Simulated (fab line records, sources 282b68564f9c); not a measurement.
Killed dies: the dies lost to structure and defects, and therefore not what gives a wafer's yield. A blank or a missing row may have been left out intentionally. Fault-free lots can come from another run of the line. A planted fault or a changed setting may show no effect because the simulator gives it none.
Which tool is to blame? || flow rit cmos || Sampling: 7 lots, 21 wafers, 2 of 202 route steps

WHAT THE GAUGES READ, wafer by wafer
RIT_WELLDRIVE_RS_MEAS_01: measurement is done with a four-point probe.
{"lot": "L831", "measured": "day 2 08:41", "on": "film metro-01", "NWELL_RS (ohm/sq)": "274.5 275.6 275.5"}
{"lot": "L833", "measured": "day 2 19:08", "on": "film metro-01", "NWELL_RS (ohm/sq)": "275.4 275.6 275.0"}
{"lot": "L836", "measured": "day 3 10:10", "on": "film metro-01", "NWELL_RS (ohm/sq)": "261.7 261.7 261.5"}
{"lot": "L843", "measured": "day 4 20:46", "on": "film metro-03", "NWELL_RS (ohm/sq)": "275.8 275.0 275.4"}
{"lot": "L848", "measured": "day 5 22:35", "on": "film metro-03", "NWELL_RS (ohm/sq)": "273.1 274.3 273.8"}
{"lot": "L851", "measured": "day 6 14:05", "on": "film metro-03", "NWELL_RS (ohm/sq)": "277.0 276.6 277.2"}
{"lot": "L853", "measured": "day 6 23:05", "on": "film metro-03", "NWELL_RS (ohm/sq)": "276.6 276.9 276.7"}

WHICH TOOL RAN EACH LOT (tool, then ch and the chambers of the sampled wafers, then the start)
{"lot": "L831", "RIT_WELLDRIVE_ANNEAL_00": "furnace-02 ch 0, day 2 03:34"}
{"lot": "L833", "RIT_WELLDRIVE_ANNEAL_00": "furnace-01 ch 0, day 2 14:03"}
{"lot": "L836", "RIT_WELLDRIVE_ANNEAL_00": "furnace-02 ch 0, day 3 05:02"}
{"lot": "L843", "RIT_WELLDRIVE_ANNEAL_00": "furnace-04 ch 0, day 4 15:41"}
{"lot": "L848", "RIT_WELLDRIVE_ANNEAL_00": "furnace-04 ch 0, day 5 17:28"}
{"lot": "L851", "RIT_WELLDRIVE_ANNEAL_00": "furnace-01 ch 0, day 6 09:00"}
{"lot": "L853", "RIT_WELLDRIVE_ANNEAL_00": "furnace-01 ch 0, day 6 17:59"}
- RIT_WELLDRIVE_ANNEAL_00: time 14700 s.

THE ANSWER, worked out from the rows above alone
Rule: the usual values come from the lots themselves. The widest of any qualifying gaps counts: lots, ordered by their means at a reading, are off when they make up no more than a third of the lots, leave a main group of 4 or more, and stand apart from it by 3 or more times the standard deviation of that group's means. If all means in a main group match to the digits the tables above print for the reading, that group is not used. Also off: a lot with no number at a reading for which 4 or more lots have one. Any other lot the step has rows for is counted as sound.
Off: L836, seen at RIT_WELLDRIVE_RS_MEAS_01 (NWELL_RS). The main group has a mean of 275.6 ohm/sq with a standard deviation of 1.1.
A tool fits if, at a process step before that reading, it ran every lot that is off, and no sound lot after the first of them. Those tools and the gauges at RIT_WELLDRIVE_RS_MEAS_01 are tried in the same way. Can't be told from this: 2 tools fit, furnace-02 at RIT_WELLDRIVE_ANNEAL_00, film metro-01 at RIT_WELLDRIVE_RS_MEAS_01.

WHAT THE SIMULATOR HAD PUT IN
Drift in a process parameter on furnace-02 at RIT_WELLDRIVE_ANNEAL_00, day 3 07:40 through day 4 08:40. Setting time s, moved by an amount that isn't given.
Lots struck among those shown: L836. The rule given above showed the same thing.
